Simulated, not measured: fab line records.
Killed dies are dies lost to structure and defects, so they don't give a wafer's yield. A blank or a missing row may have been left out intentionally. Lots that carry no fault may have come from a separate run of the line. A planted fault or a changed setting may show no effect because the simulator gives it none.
fab line records | flow ritCmos
record: lots: 7 | wafers: 21 | lastDay: 7
route steps=202 shown SILICIDE@163 CONTACT@168 M1@202
lots with no fault: from the same line, run without faults
startH: hours from the record's opening day to when the first of the lot's shown wafers began | waitH: hours from the lot's prior step to this one | " repeats the value in the row above | L1.1+2: a single row standing in for several wafers | - no value, or no start was given | * or withheld: withheld | < > ~ a bound
route shown NAME@n: NAME is a module with steps in the file, n the number in the route of the first one | usual: mean/standard deviation of fault-free wafers | same: alike in all rows | chamber/n: place in a boat | sites: the reading at each site | _std_site: how widely they spread, as a standard deviation | _edge_site: outer sites' mean less inner sites' | radiusMm: for every site, how far away it sits from the centre of the wafer | mask NAME#n: copy n | behind: tool/chamber where the wafer was last shaped | hold: reason for holding the lot/hours on hold/outcome of the hold | device: transistor that didn't switch, given as n, p or np | end of line: the tests these same wafers got at the end of their route | for a step that has no rows: nothing shown but its recipe | killed: not the wafer's yield, but the dies lost to structure and defects at the first sort | map: dies across one wafer; x = killed, . = not, _ = none there
set.NAME: the setting that was run; set.NAME@STEP: the one run at that earlier step | model.NAME: the simulator's own value behind a step, which no gauge read
a table for each step, a row for each wafer; lots at some steps of the route
services: from which hour (startH, from the record's first day; less than 0 if before it) a tool's chamber was out of use, for how many hours, and why
== steps ==
step: RIT_SILICIDE_RS_MEAS_02
recipe: thkMeasGauge: four-point-probe | reads: Ti_of_SILICIDE_SPUTTER_01
usual: SILICIDE_TI_RS: 50.1/0.8
lot.wafer | tool         | chamber | startH | waitH | SILICIDE_TI_RS[ohm/sq]
L283.1    | filmMetro-01 | -       | 82.32  | 0.1   | 50.4
L283.2    | "            | -       | "      | "     | 51.4
L283.5    | "            | -       | "      | "     | 51.0
L289.1    | filmMetro-01 | -       | 108.60 | 0.1   | 50.5
L289.5    | "            | -       | "      | "     | 50.5
L289.6    | "            | -       | "      | "     | 49.4
L293.1    | filmMetro-04 | -       | 133.16 | 0.1   | 49.9
L293.2    | "            | -       | "      | "     | 48.8
L293.5    | "            | -       | "      | "     | 49.4
L294.3    | filmMetro-01 | -       | 137.40 | 0.1   | 50.7
L294.5    | "            | -       | "      | "     | 49.6
L294.6    | "            | -       | "      | "     | 49.9
L295.1    | filmMetro-03 | -       | 142.17 | 0.1   | 51.4
L295.2    | "            | -       | "      | "     | 51.0
L295.3    | "            | -       | "      | "     | 51.7
L300.1    | filmMetro-01 | -       | 166.97 | 0.1   | 49.6
L300.2    | "            | -       | "      | "     | 49.4
L300.4    | "            | -       | "      | "     | 49.4
L301.1    | filmMetro-03 | -       | 170.70 | 0.1   | 50.1
L301.2    | "            | -       | "      | "     | 51.3
L301.6    | "            | -       | "      | "     | 51.0
step: RIT_SILICIDE_THK_MEAS_03
recipe: thkMeasGauge: xrf | reads: Ti_of_SILICIDE_SPUTTER_01
usual: SILICIDE_TI_THK: 29.1/0.4
lot.wafer | tool         | chamber | startH | waitH | SILICIDE_TI_THK[nm]
L283.1    | filmMetro-01 | -       | 82.44  | 0.1   | 28.8
L283.2    | "            | -       | "      | "     | 28.5
L283.5    | "            | -       | "      | "     | 28.6
L289.1    | filmMetro-01 | -       | 108.72 | 0.1   | 28.9
L289.5    | "            | -       | "      | "     | 28.9
L289.6    | "            | -       | "      | "     | 29.5
L293.1    | filmMetro-04 | -       | 133.28 | 0.1   | 28.9
L293.2    | "            | -       | "      | "     | 29.7
L293.5    | "            | -       | "      | "     | 29.3
L294.3    | filmMetro-01 | -       | 137.50 | 0.1   | 28.9
L294.5    | "            | -       | "      | "     | 29.3
L294.6    | "            | -       | "      | "     | 29.3
L295.1    | filmMetro-03 | -       | 142.29 | 0.1   | 28.8
L295.2    | "            | -       | "      | "     | 28.9
L295.3    | "            | -       | "      | "     | 28.6
L300.1    | filmMetro-01 | -       | 167.09 | 0.1   | 29.3
L300.2    | "            | -       | "      | "     | 29.6
L300.4    | "            | -       | "      | "     | 29.4
L301.1    | filmMetro-03 | -       | 170.82 | 0.1   | 29.1
L301.2    | "            | -       | "      | "     | 28.9
L301.6    | "            | -       | "      | "     | 28.7
step: RIT_SILICIDE_RTA_04
recipe: tempC: 650 | timeS: 10 | idleTempC: 25 | rampUpS: 5 | rampDownS: 5 | coolToC: 25 | ambient: N2
usual: wafer_temp_C_max: 653.4/1
same: timeS: 10
lot.wafer | tool         | chamber | startH | waitH | wafer_temp_C_max
L283.1    | rtpAnneal-02 | 0       | 82.50  | 0.1   | 652.5
L283.2    | "            | 0       | "      | "     | 653.2
L283.5    | "            | 0       | "      | "     | 651.7
L289.1    | rtpAnneal-02 | 0       | 108.78 | 0.1   | 652.8
L289.5    | "            | 0       | "      | "     | 652.2
L289.6    | "            | 0       | "      | "     | 652.2
L293.1    | rtpAnneal-02 | 0       | 133.34 | 0.1   | 652.5
L293.2    | "            | 0       | "      | "     | 653.1
L293.5    | "            | 0       | "      | "     | 653.1
L294.3    | rtpAnneal-01 | 0       | 137.56 | 0.1   | 653.5
L294.5    | "            | 0       | "      | "     | 655.6
L294.6    | "            | 0       | "      | "     | 655.5
L295.1    | rtpAnneal-02 | 0       | 142.35 | 0.1   | 652.3
L295.2    | "            | 0       | "      | "     | 653.3
L295.3    | "            | 0       | "      | "     | 652.1
L300.1    | rtpAnneal-01 | 0       | 167.15 | 0.1   | 653.3
L300.2    | "            | 0       | "      | "     | 654.8
L300.4    | "            | 0       | "      | "     | 653.2
L301.1    | rtpAnneal-02 | 0       | 170.88 | 0.1   | 652.9
L301.2    | "            | 0       | "      | "     | 653.7
L301.6    | "            | 0       | "      | "     | 652.2
step: RIT_SILICIDE_WET_ETCH_05
recipe: chemistry: SPM | target: Ti | tempC: 90 | timeS: 120 | dry: n2Spin
step: RIT_SILICIDE_RTA_06
recipe: tempC: 750 | timeS: 10 | idleTempC: 25 | rampUpS: 5 | rampDownS: 10 | coolToC: 25 | ambient: N2
usual: wafer_temp_C_max: 754.0/1.2
same: timeS: 10
lot.wafer | tool         | chamber | startH | waitH | wafer_temp_C_max
L283.1    | rtpAnneal-01 | 0       | 82.67  | 0.0   | 754.5
L283.2    | "            | 0       | "      | "     | 755.6
L283.5    | "            | 0       | "      | "     | 754.0
L289.1    | rtpAnneal-01 | 0       | 108.90 | 0.0   | 754.0
L289.5    | "            | 0       | "      | "     | 754.5
L289.6    | "            | 0       | "      | "     | 753.8
L293.1    | rtpAnneal-01 | 0       | 133.45 | 0.0   | 755.9
L293.2    | "            | 0       | "      | "     | 757.2
L293.5    | "            | 0       | "      | "     | 753.6
L294.3    | rtpAnneal-02 | 0       | 137.67 | 0.0   | 753.1
L294.5    | "            | 0       | "      | "     | 753.4
L294.6    | "            | 0       | "      | "     | 752.8
L295.1    | rtpAnneal-01 | 0       | 142.46 | 0.0   | 755.1
L295.2    | "            | 0       | "      | "     | 756.1
L295.3    | "            | 0       | "      | "     | 755.5
L300.1    | rtpAnneal-02 | 0       | 167.26 | 0.0   | 753.7
L300.2    | "            | 0       | "      | "     | 752.4
L300.4    | "            | 0       | "      | "     | 753.1
L301.1    | rtpAnneal-01 | 0       | 170.99 | 0.0   | 754.7
L301.2    | "            | 0       | "      | "     | 754.2
L301.6    | "            | 0       | "      | "     | 755.1
step: RIT_CONTACT_CVD_00
recipe: material: SiO2 | targetThkNm: 400 | precursor: TEOS | tempC: 390 | timeS: 61 | rfW: 400
usual: heaterPowerW: 318/64 | susceptorTempC: 390.06/0.22
same: timeS: 61
lot.wafer | tool     | chamber | startH | waitH | heaterPowerW | susceptorTempC
L283.1    | pecvd-02 | 2       | 82.74  | 0.1   | 363          | 389.74
L283.2    | "        | 1       | "      | "     | 380          | 390.12
L283.5    | "        | 1       | "      | "     | 371          | 390.32
L289.1    | pecvd-02 | 1       | 108.96 | 0.1   | 383          | 390.15
L289.5    | "        | 0       | "      | "     | 253          | 389.92
L289.6    | "        | 1       | "      | "     | 287          | 389.85
L293.1    | pecvd-03 | 2       | 133.52 | 0.1   | 436          | 389.89
L293.2    | "        | 0       | "      | "     | 311          | 389.88
L293.5    | "        | 2       | "      | "     | 448          | 390.05
L294.3    | pecvd-01 | 1       | 137.71 | 0.0   | 397          | 389.89
L294.5    | "        | 1       | "      | "     | 303          | 389.78
L294.6    | "        | 2       | "      | "     | 363          | 389.96
L295.1    | pecvd-02 | 1       | 142.53 | 0.1   | 334          | 389.97
L295.2    | "        | 0       | "      | "     | 252          | 389.70
L295.3    | "        | 2       | "      | "     | 381          | 389.98
L300.1    | pecvd-01 | 0       | 167.33 | 0.1   | 224          | 389.88
L300.2    | "        | 1       | "      | "     | 348          | 390.00
L300.4    | "        | 0       | "      | "     | 232          | 389.70
L301.1    | pecvd-02 | 0       | 171.06 | 0.1   | 199          | 390.35
L301.2    | "        | 2       | "      | "     | 376          | 390.13
L301.6    | "        | 0       | "      | "     | 216          | 390.07
step: RIT_CONTACT_THK_MEAS_01
recipe: reads: SiO2_of_CONTACT_CVD_00
usual: CONTACT_TEOS_THK: 399/5.3
lot.wafer | tool         | chamber | startH | waitH | CONTACT_TEOS_THK[nm]
L283.1    | filmMetro-04 | -       | 82.79  | 0.0   | 397
L283.2    | "            | -       | "      | "     | 399
L283.5    | "            | -       | "      | "     | 396
L289.1    | filmMetro-02 | -       | 109.01 | 0.0   | 390
L289.5    | "            | -       | "      | "     | 400
L289.6    | "            | -       | "      | "     | 398
L293.1    | filmMetro-02 | -       | 133.57 | 0.0   | 397
L293.2    | "            | -       | "      | "     | 398
L293.5    | "            | -       | "      | "     | 401
L294.3    | filmMetro-04 | -       | 137.78 | 0.0   | 402
L294.5    | "            | -       | "      | "     | 406
L294.6    | "            | -       | "      | "     | 408
L295.1    | filmMetro-04 | -       | 142.58 | 0.0   | 392
L295.2    | "            | -       | "      | "     | 396
L295.3    | "            | -       | "      | "     | 399
L300.1    | filmMetro-02 | -       | 167.38 | 0.0   | 398
L300.2    | "            | -       | "      | "     | 400
L300.4    | "            | -       | "      | "     | 413
L301.1    | filmMetro-01 | -       | 171.11 | 0.0   | 393
L301.2    | "            | -       | "      | "     | 395
L301.6    | "            | -       | "      | "     | 398
step: RIT_CONTACT_HMDS_02
recipe: primeTimeS: 60 | primeTempC: 140
step: RIT_CONTACT_COAT_03
recipe: resist: NOVOLAK | spinRpm: 3250 | resistThkNm: 1000
step: RIT_CONTACT_SOFTBAKE_04
recipe: resist: NOVOLAK | tempC: 90 | timeS: 62.18
usual: plateSensorTCentreC: 90.970/0.01 | plateSensorTEdgeC: 91.021/0.0093
same: timeS: 62.18
lot.wafer | tool          | chamber | startH | waitH | plateSensorTCentreC | plateSensorTEdgeC
L283.1    | lithoTrack-04 | 0       | 83.15  | 0.1   | 90.973              | 91.000
L283.2    | "             | 0       | "      | "     | 90.982              | 91.022
L283.5    | "             | 0       | "      | "     | 90.986              | 91.020
L289.1    | lithoTrack-04 | 0       | 109.37 | 0.1   | 90.970              | 91.026
L289.5    | "             | 0       | "      | "     | 90.970              | 91.028
L289.6    | "             | 0       | "      | "     | 90.988              | 91.042
L293.1    | lithoTrack-04 | 0       | 133.93 | 0.1   | 90.977              | 91.017
L293.2    | "             | 0       | "      | "     | 90.980              | 91.030
L293.5    | "             | 0       | "      | "     | 90.968              | 91.020
L294.3    | lithoTrack-03 | 0       | 138.17 | 0.1   | 90.974              | 91.007
L294.5    | "             | 0       | "      | "     | 90.958              | 91.025
L294.6    | "             | 0       | "      | "     | 90.972              | 91.024
L295.1    | lithoTrack-02 | 0       | 142.94 | 0.1   | 90.977              | 91.015
L295.2    | "             | 0       | "      | "     | 90.975              | 91.021
L295.3    | "             | 0       | "      | "     | 90.959              | 91.012
L300.1    | lithoTrack-02 | 0       | 167.78 | 0.1   | 90.974              | 91.025
L300.2    | "             | 0       | "      | "     | 90.950              | 91.022
L300.4    | "             | 0       | "      | "     | 90.977              | 91.019
L301.1    | lithoTrack-04 | 0       | 171.49 | 0.1   | 90.972              | 91.017
L301.2    | "             | 0       | "      | "     | 90.970              | 91.020
L301.6    | "             | 0       | "      | "     | 90.975              | 91.016
step: RIT_CONTACT_EXPOSE_05
recipe: maskId: M11 | na: 0.6 | sourceShape: conventional | sigmaOuter: 0.5 | targetCdNm: 1000 | doseMj: 250
step: RIT_CONTACT_PEB_06
recipe: resist: NOVOLAK | tempC: withheld | timeS: withheld
step: RIT_CONTACT_DEVELOP_07
recipe: resist: NOVOLAK | developTimeS: 120 | devTempC: 23
lot.wafer  | tool          | chamber | startH | waitH
L283.1+2+5 | lithoTrack-02 | 0       | 83     | -
L289.1+5+6 | lithoTrack-03 | 0       | 109    | -
L293.1+2+5 | lithoTrack-03 | 0       | 134    | -
L294.3+5+6 | lithoTrack-03 | 0       | 138    | -
L295.1+2+3 | lithoTrack-03 | 0       | 143    | -
L300.1+2+4 | lithoTrack-04 | 0       | 168    | -
L301.1+2+6 | lithoTrack-04 | 0       | 172    | -
step: RIT_CONTACT_CD_MEAS_08
recipe: targetCdNm: 1000
usual: cdNm: 1000.1/2
lot.wafer | tool     | chamber | startH | waitH | cdNm
L283.1    | cdSem-02 | -       | 83.82  | -     | 1001.4
L283.2    | "        | -       | "      | "     | 1002.5
L283.5    | "        | -       | "      | "     | 1002.3
L289.1    | cdSem-02 | -       | 110.04 | -     | 1003.6
L289.5    | "        | -       | "      | "     | 1002.2
L289.6    | "        | -       | "      | "     | 1002.3
L293.1    | cdSem-02 | -       | 134.73 | -     | 978.2
L293.2    | "        | -       | "      | "     | 980.3
L293.5    | "        | -       | "      | "     | 978.2
L294.3    | cdSem-02 | -       | 138.95 | -     | 979.8
L294.5    | "        | -       | "      | "     | 980.2
L294.6    | "        | -       | "      | "     | 980.2
L295.1    | cdSem-02 | -       | 143.61 | -     | 981.9
L295.2    | "        | -       | "      | "     | 985.2
L295.3    | "        | -       | "      | "     | 983.6
L300.1    | cdSem-02 | -       | 168.60 | -     | 1002.9
L300.2    | "        | -       | "      | "     | 1002.6
L300.4    | "        | -       | "      | "     | 1001.9
L301.1    | cdSem-02 | -       | 172.29 | -     | 1001.0
L301.2    | "        | -       | "      | "     | 998.7
L301.6    | "        | -       | "      | "     | 1001.5
step: RIT_CONTACT_OVL_MEAS_09
usual: CONTACT_OVL: 0.4/1.2
lot.wafer | tool       | chamber | startH | waitH | CONTACT_OVL[nm]
L283.1    | overlay-02 | -       | 83.94  | 0.1   | 0.0
L283.2    | "          | -       | "      | "     | 0.1
L283.5    | "          | -       | "      | "     | -0.8
L289.1    | overlay-01 | -       | 110.16 | 0.1   | 1.1
L289.5    | "          | -       | "      | "     | 2.4
L289.6    | "          | -       | "      | "     | 2.3
L293.1    | overlay-02 | -       | 134.85 | 0.1   | -0.7
L293.2    | "          | -       | "      | "     | -0.7
L293.5    | "          | -       | "      | "     | -0.6
L294.3    | overlay-02 | -       | 139.05 | 0.1   | 0.6
L294.5    | "          | -       | "      | "     | 1.7
L294.6    | "          | -       | "      | "     | 3.6
L295.1    | overlay-02 | -       | 143.73 | 0.1   | 0.0
L295.2    | "          | -       | "      | "     | 1.2
L295.3    | "          | -       | "      | "     | 0.4
L300.1    | overlay-02 | -       | 168.72 | 0.1   | -1.0
L300.2    | "          | -       | "      | "     | -1.4
L300.4    | "          | -       | "      | "     | -0.4
L301.1    | overlay-02 | -       | 172.41 | 0.1   | 1.2
L301.2    | "          | -       | "      | "     | -0.6
L301.6    | "          | -       | "      | "     | -0.6
step: RIT_CONTACT_HARDBAKE_10
recipe: resist: NOVOLAK | tempC: 140 | timeS: 60
step: RIT_CONTACT_ETCH_11
recipe: targetDepthA: 4800 | overEtchFrac: 0.2 | stopOn: TiSi2 | chemistry: CHF3/CF4/Ar | target: SiO2 | CHF3_flow_sccm: 50 | cf4FlowSccm: 10 | Ar_flow_sccm: 100 | O2_flow_sccm: 5 | pressureMtorr: 100 | rfW: 200 | timeS: 320
usual: drypumpMotorCurrentA: 5.6/0.49 | mfcArSccm: 100.00/0.29 | oesProductAu: 0.986/0.015 | throttleValvePct: 8.88/0.13
same: timeS: 320
lot.wafer | tool       | chamber | startH | waitH | drypumpMotorCurrentA | mfcArSccm | oesProductAu | rfHoursCounterH | throttleValvePct | model.CONTACT.cdNm
L283.1    | rieDiel-03 | 3       | 84.12  | 0.1   | 4.8                  | 99.70     | 0.988        | 42              | 8.98             | 1001
L283.2    | "          | 0       | "      | "     | 5.9                  | 100.33    | 0.965        | 70              | 8.88             | 1003
L283.5    | "          | 3       | "      | "     | 4.8                  | 99.96     | 0.987        | -               | 8.99             | 1002
L289.1    | rieDiel-03 | 1       | 110.35 | 0.1   | 5.1                  | 100.17    | 0.964        | 160             | 9.03             | 1004
L289.5    | "          | 0       | "      | "     | 5.9                  | 100.35    | 0.964        | -               | 8.84             | 1003
L289.6    | "          | 3       | "      | "     | 4.8                  | 99.86     | 0.998        | -               | 8.99             | 1003
L293.1    | rieDiel-03 | 0       | 135.08 | 0.1   | 5.9                  | 100.45    | 0.960        | 72              | 8.85             | 978.5
L293.2    | "          | 3       | "      | "     | 4.8                  | 100.08    | 0.988        | 43              | 8.99             | 980.2
L293.5    | "          | 3       | "      | "     | 4.8                  | 99.69     | 0.991        | -               | 9.01             | 978
L294.3    | rieDiel-03 | 1       | 139.22 | 0.1   | 5.2                  | 99.89     | 1.003        | 0               | 9.00             | 979.1
L294.5    | "          | 1       | "      | "     | 5.1                  | 99.92     | 1.006        | -               | 9.00             | 979.8
L294.6    | "          | 0       | "      | "     | 5.9                  | 99.59     | 0.960        | -               | 8.86             | 980.5
L295.1    | rieDiel-01 | 1       | 143.91 | 0.1   | 5.2                  | 100.13    | 0.998        | 59              | 8.88             | 982.1
L295.2    | "          | 2       | "      | "     | 6.1                  | 100.20    | 0.974        | 144             | 8.92             | 985.3
L295.3    | "          | 3       | "      | "     | 5.3                  | 99.55     | 1.011        | 128             | 8.76             | 983.6
L300.1    | rieDiel-03 | 3       | 168.91 | 0.1   | 4.8                  | 99.53     | 0.983        | 44              | 9.00             | 1003
L300.2    | "          | 1       | "      | "     | 5.1                  | 100.04    | 1.008        | 1               | 9.00             | 1002
L300.4    | "          | 2       | "      | "     | 6.1                  | 100.08    | 0.995        | -               | 8.53             | 1002
L301.1    | rieDiel-01 | 2       | 172.59 | 0.1   | 6.1                  | 100.34    | 0.974        | 145             | 8.93             | 1000
L301.2    | "          | 1       | "      | "     | 5.2                  | 99.24     | 0.994        | 60              | 8.90             | 998.3
L301.6    | "          | 1       | "      | "     | 5.2                  | 99.63     | 1.007        | -               | 8.89             | 1001
step: RIT_CONTACT_STRIP_12
recipe: chemistry: O2 | timeS: 180 | resist: NOVOLAK | platenTempC: withheld | powerW: 500 | pressureMtorr: 4000 | o2FlowSccm: 4000
usual: drypumpMotorCurrentA: 5.8/0.45 | o2FlowSccm: 4001/12 | rfReflPowerW: 7.4/0.86
same: timeS: 180
lot.wafer | tool           | chamber | startH | waitH | drypumpMotorCurrentA | o2FlowSccm | rfHoursCounterH | rfReflPowerW
L283.1    | plasmaAsher-02 | 0       | 84.32  | 0.1   | 5.5                  | 4023       | 31              | 7.6
L283.2    | "              | 1       | "      | "     | 6.6                  | 4016       | 31              | 7.3
L283.5    | "              | 0       | "      | "     | 5.6                  | 4012       | -               | 8.2
L289.1    | plasmaAsher-02 | 0       | 110.54 | 0.1   | 5.6                  | 3998       | 34              | 7.3
L289.5    | "              | 0       | "      | "     | 5.6                  | 4003       | -               | 7.6
L289.6    | "              | 1       | "      | "     | 6.6                  | 3999       | -               | 7.2
L293.1    | plasmaAsher-01 | 0       | 135.28 | 0.1   | 5.7                  | 3981       | 2               | 7.7
L293.2    | "              | 1       | "      | "     | 5.7                  | 3996       | 2               | 8.6
L293.5    | "              | 0       | "      | "     | 5.7                  | 3990       | -               | 7.7
L294.3    | plasmaAsher-02 | 0       | 139.47 | 0.2   | 5.6                  | 3988       | -               | 7.9
L294.5    | "              | 1       | "      | "     | 6.6                  | 4007       | -               | 7.0
L294.6    | "              | 0       | "      | "     | 5.6                  | 3984       | -               | 7.8
L295.1    | plasmaAsher-02 | 1       | 144.11 | 0.1   | 6.6                  | 4001       | 37              | 6.9
L295.2    | "              | 0       | "      | "     | 5.6                  | 4002       | 37              | 8.0
L295.3    | "              | 0       | "      | "     | 5.5                  | 4003       | -               | 7.8
L300.1    | plasmaAsher-01 | 1       | 169.10 | 0.1   | 5.7                  | 4006       | 6               | 8.3
L300.2    | "              | 0       | "      | "     | 5.7                  | 4020       | 6               | 7.9
L300.4    | "              | 0       | "      | "     | 5.7                  | 3992       | -               | 8.1
L301.1    | plasmaAsher-04 | 1       | 172.79 | 0.1   | 5.3                  | 4003       | 53              | 5.5
L301.2    | "              | 0       | "      | "     | 5.6                  | 4008       | 53              | 6.8
L301.6    | "              | 1       | "      | "     | 5.3                  | 3997       | -               | 5.3
step: RIT_M1_PROBE_99
usual: killedAtFrontEnd: 6.9/2.9 | killedDies: 7.0/2.9 | killedOpen: 3.4/2.1 | killedShort: 3.5/1.8
same: grossDies: 264 | killed_at_M0_to_M3: 0 | killed_at_M4_up: 0 | killedAtBackSide: 0 | killedAtContacts: 0 | killedAtOther: 0
lot.wafer | tool      | chamber | startH | waitH | killedAtFrontEnd | killedDies | killedOpen | killedShort | model.etest.contactToGate.bvLeftV | model.etest.contactToGate.bvRightV
L283.1    | prober-02 | -       | 89.18  | 0.1   | 8                | 8          | 5          | 3           | 88.95                             | 89.34
L283.2    | prober-02 | -       | 89.23  | 0.1   | 2                | 2          | 1          | 1           | 89.81                             | 91.21
L283.5    | prober-02 | -       | 89.38  | 0.2   | 7                | 7          | 4          | 3           | 89.94                             | 90.39
L289.1    | prober-02 | -       | 115.21 | 0.1   | 4                | 4          | 1          | 3           | 88.39                             | 90.64
L289.5    | prober-02 | -       | 115.41 | 0.2   | 3                | 3          | 1          | 2           | 89.18                             | 87.75
L289.6    | prober-02 | -       | 115.46 | 0.2   | 1                | 1          | 0          | 1           | 90.31                             | 90.4
L293.1    | prober-02 | -       | 139.95 | 0.1   | 6                | 6          | 2          | 4           | 96.53                             | 94.62
L293.2    | prober-02 | -       | 140.00 | 0.1   | 5                | 5          | 2          | 3           | 95.38                             | 97.38
L293.5    | prober-02 | -       | 140.15 | 0.2   | 7                | 7          | 2          | 5           | 97.94                             | 96.81
L294.3    | prober-01 | -       | 144.33 | 0.2   | 6                | 6          | 5          | 1           | 95.81                             | 95.64
L294.5    | prober-01 | -       | 144.43 | 0.2   | 14               | 14         | 8          | 6           | 94.5                              | 95.49
L294.6    | prober-01 | -       | 144.48 | 0.2   | 7                | 7          | 4          | 3           | 97.54                             | 95.58
L295.1    | prober-02 | -       | 148.94 | 0.1   | 6                | 6          | 5          | 1           | 96.97                             | 92.48
L295.2    | prober-02 | -       | 148.99 | 0.1   | 6                | 6          | 2          | 4           | 94.61                             | 95.53
L295.3    | prober-02 | -       | 149.04 | 0.2   | 11               | 11         | 4          | 7           | 99.09                             | 94.42
L300.1    | prober-01 | -       | 173.76 | 0.1   | 6                | 6          | 1          | 5           | 90.45                             | 89.46
L300.2    | prober-01 | -       | 173.81 | 0.1   | 7                | 7          | 4          | 3           | 90.79                             | 89.83
L300.4    | prober-01 | -       | 173.91 | 0.2   | 8                | 8          | 3          | 5           | 89.63                             | 90.08
L301.1    | prober-02 | -       | 177.44 | 0.1   | 1                | 1          | 0          | 1           | 88.54                             | 92
L301.2    | prober-02 | -       | 177.49 | 0.1   | 2                | 2          | 1          | 1           | 90.24                             | 91.64
L301.6    | prober-02 | -       | 177.69 | 0.2   | 3                | 3          | 1          | 2           | 89.67                             | 90.3
killed by level:class
L283.1 FOX1:geometricParticle:open=3 FOX1:geometricParticle:short=2 FOX2:geometricParticle:open=1 GATE:geometricParticle:open=1 REOX:geometricParticle:short=1
L283.2 GATE:geometricParticle:open=1 GATE:geometricParticle:short=1
L283.5 GATE:geometricParticle:open=2 FOX1:geometricParticle:short=1 FOX1:geometricParticle:open=1 FOX2:geometricParticle:open=1 FOX2:geometricParticle:short=1 GATE:geometricParticle:short=1
L289.1 GATE:geometricParticle:short=1 GATE:geometricParticle:open=1 REOX:geometricParticle:short=1 SPACER:geometricParticle:short=1
L289.5 REOX:geometricParticle:short=1 SPACER:geometricParticle:short=1 SILICIDE:geometricParticle:open=1
L289.6 REOX:geometricParticle:short=1
L293.1 GATE:geometricParticle:open=2 GATE:geometricParticle:short=2 SILICIDE:geometricParticle:short=2
L293.2 FOX1:geometricParticle:open=1 FOX2:geometricParticle:short=1 GATE:geometricParticle:short=1 SPACER:geometricParticle:short=1 SILICIDE:geometricParticle:open=1
L293.5 GATE:geometricParticle:short=2 GATE:geometricParticle:open=2 FOX2:geometricParticle:short=1 REOX:geometricParticle:short=1 SPACER:geometricParticle:short=1
L294.3 GATE:geometricParticle:open=3 GATE:geometricParticle:short=1 SPACER:geometricParticle:open=1 SILICIDE:geometricParticle:open=1
L294.5 GATE:geometricParticle:open=4 GATE:geometricParticle:short=3 SPACER:geometricParticle:open=2 REOX:geometricParticle:open=1 REOX:geometricParticle:short=1 SPACER:geometricParticle:short=1 SILICIDE:geometricParticle:short=1 SILICIDE:geometricParticle:open=1
L294.6 SPACER:geometricParticle:open=3 GATE:geometricParticle:short=2 SILICIDE:geometricParticle:short=1 SILICIDE:geometricParticle:open=1
L295.1 GATE:geometricParticle:open=3 REOX:geometricParticle:open=2 REOX:geometricParticle:short=1
L295.2 GATE:geometricParticle:short=3 ACTIVE:geometricParticle:open=1 REOX:geometricParticle:short=1 SILICIDE:geometricParticle:open=1
L295.3 GATE:geometricParticle:short=4 GATE:geometricParticle:open=3 FOX2:geometricParticle:short=2 FOX1:geometricParticle:short=1 REOX:geometricParticle:open=1
L300.1 FOX2:geometricParticle:short=2 FOX2:geometricParticle:open=1 GATE:geometricParticle:short=1 REOX:geometricParticle:short=1 SPACER:geometricParticle:short=1
L300.2 FOX1:geometricParticle:open=3 FOX1:geometricParticle:short=1 FOX2:geometricParticle:short=1 SPACER:geometricParticle:short=1 SILICIDE:geometricParticle:open=1
L300.4 GATE:geometricParticle:short=3 FOX1:geometricParticle:short=1 FOX1:geometricParticle:open=1 FOX2:geometricParticle:open=1 FOX2:geometricParticle:short=1 GATE:geometricParticle:open=1
L301.1 GATE:geometricParticle:short=1
L301.2 FOX2:geometricParticle:short=1 GATE:geometricParticle:open=1
L301.6 GATE:geometricParticle:open=1 GATE:geometricParticle:short=1 REOX:geometricParticle:short=1
== services ==
tool           | chamber | startH | hours | kind
rieDiel-03     | 1       | 63.76  | 17.4  | repair
rieDiel-01     | 0       | 70.81  | -     | clean
rieDiel-01     | 0       | 70.81  | 20.7  | scheduledDown
rieDiel-01     | 0       | 70.81  | 20.7  | ventCycle
pecvd-02       | -       | 74.59  | 2.8   | pm
pecvd-01       | 1       | 76.13  | 6.5   | repair
rieDiel-03     | 2       | 81.13  | -     | clean
rieDiel-03     | 2       | 81.13  | -     | consumableReplace:esc
rieDiel-03     | 2       | 81.13  | 30.9  | scheduledDown
rieDiel-03     | 2       | 81.13  | 30.9  | ventCycle
pecvd-01       | 0       | 90.10  | 3.4   | repair
pecvd-01       | -       | 103.49 | 0.5   | repair
plasmaAsher-01 | -       | 108.75 | 9.0   | pm
plasmaAsher-01 | 0       | 108.75 | 9.0   | ventCycle
plasmaAsher-01 | 1       | 108.75 | 9.0   | ventCycle
pecvd-02       | -       | 109.90 | 0.8   | pm
rieDiel-03     | 1       | 112.02 | -     | clean
rieDiel-03     | 1       | 112.02 | 26.6  | scheduledDown
rieDiel-03     | 1       | 112.02 | 26.6  | ventCycle
plasmaAsher-01 | 0       | 117.75 | -     | clean
plasmaAsher-01 | 1       | 117.75 | -     | clean
pecvd-01       | -       | 129.91 | 0.5   | repair
plasmaAsher-04 | -       | 143.32 | 2.8   | pm
rieDiel-03     | 0       | 160.43 | 8.9   | repair
== key ==
firstSign: step: RIT_CONTACT_CD_MEAS_08 | reading: cdNm | direction: down | sigmas: 9.5 | usual: 1000.1 | struck: 980.8 | through: controlLoop
effect none on later readings
modelEffect: step: RIT_CONTACT_ETCH_11 | value: CONTACT.cdNm | without: 999.5 | struck: 980.8
modelEffect: step: RIT_M1_PROBE_99 | value: etest.contactToGate.bvLeftV | without: 91.81 | struck: 96.48
metAt RIT_CONTACT_DEVELOP_07
struckWafers L293.1,L293.2,L293.5,L294.3,L294.5,L294.6,L295.1,L295.2,L295.3
testerLeftOut L293,L294,L295
loopTrim: step: RIT_CONTACT_EXPOSE_05 | setting: dose | lots: L295
onsetBetween 109 134
fault: kind: processParameterDrift | tool: lithoTrack-03 | chamber: - | onsetH: 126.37 | steps: RIT_CONTACT_DEVELOP_07 | channel: developTimeS | offset: * | shape: step | endH: 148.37 | actsIn: * | stated: *
testerLeftOut: of these lots the tester's yield and bins aren't shown, on N5 and GAA mostly nor the transistor test; their killed dies are dies lost to structure and defects alone, not to doping, threshold or leakage, so they don't give the yield
loopTrim: a control loop set the setting to another value than it would have without faults
